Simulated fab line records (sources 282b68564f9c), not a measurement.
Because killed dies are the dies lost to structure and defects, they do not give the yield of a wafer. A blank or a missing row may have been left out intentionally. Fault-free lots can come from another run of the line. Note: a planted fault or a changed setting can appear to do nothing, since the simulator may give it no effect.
Which tool did it? -- flow rit_cmos -- 21 wafers from 7 lots sampled at 2 of the route's 202 steps

## WHAT THE GAUGES READ, wafer by wafer
RIT_REOX_THK_MEAS_04.
lot,measured,on,REOX_OXIDE_THK (nm)
L434,day 3 02:55,film_metro-04,24.2 24.5 24.5
L436,day 3 11:01,film_metro-02,24.3 24.8 24.4
L438,day 3 22:05,film_metro-01,25.0 25.4 25.2
L444,day 5 01:22,film_metro-01,30.6 30.7 31.1
L446,day 5 15:05,film_metro-04,24.5 24.5 24.8
L451,day 6 12:29,film_metro-04,25.6 25.8 25.8
L456,day 7 15:57,film_metro-01,24.8 25.2 24.9

## WHICH TOOL RAN EACH LOT (tool, then ch and the chambers of the sampled wafers, then the start)
lot,RIT_REOX_OXIDATION_03
L434,"furnace-04 ch 0, day 3 00:22"
L436,"furnace-01 ch 0, day 3 08:28"
L438,"furnace-04 ch 0, day 3 19:32"
L444,"furnace-04 ch 0, day 4 22:49"
L446,"furnace-01 ch 0, day 5 12:32"
L451,"furnace-03 ch 0, day 6 09:55"
L456,"furnace-01 ch 0, day 7 13:23"
- RIT_REOX_OXIDATION_03: target thk 25.2 nm, ox time 5580 s.

## THE ANSWER, worked out from the rows above alone
Rule: the usual values come from the lots themselves. The widest of any qualifying gaps counts: lots, ordered by their means at a reading, are off when they make up no more than a third of the lots, leave a main group of 4 or more, and stand apart from it by 3 or more times the standard deviation of that group's means. A main group whose means are all the same, to the digits that the tables above print for the reading, isn't used. A lot without any number at a reading at which 4 lots or more have one is off too. All remaining lots with rows at the step are treated as sound.
Off: L444, at RIT_REOX_THK_MEAS_04 (REOX_OXIDE_THK). Main group: mean 24.9 nm, sd 0.46.
If a tool, at a process step before that reading, ran all the lots that are off and no sound lot after the first of them, it fits. The gauges at RIT_REOX_THK_MEAS_04 are tried like those tools. One fits: RIT_REOX_OXIDATION_03 on furnace-04. A fault onset in the window from L438 (day 3 19:32, its last sound lot) to L444 (day 4 22:49, its first lot off) fits.

## WHAT WAS PUT IN BY THE SIMULATOR
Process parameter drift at RIT_REOX_OXIDATION_03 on furnace-04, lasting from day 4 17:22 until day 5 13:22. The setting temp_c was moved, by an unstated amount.
Lots struck among those shown: L444. The rule given above showed the same thing.
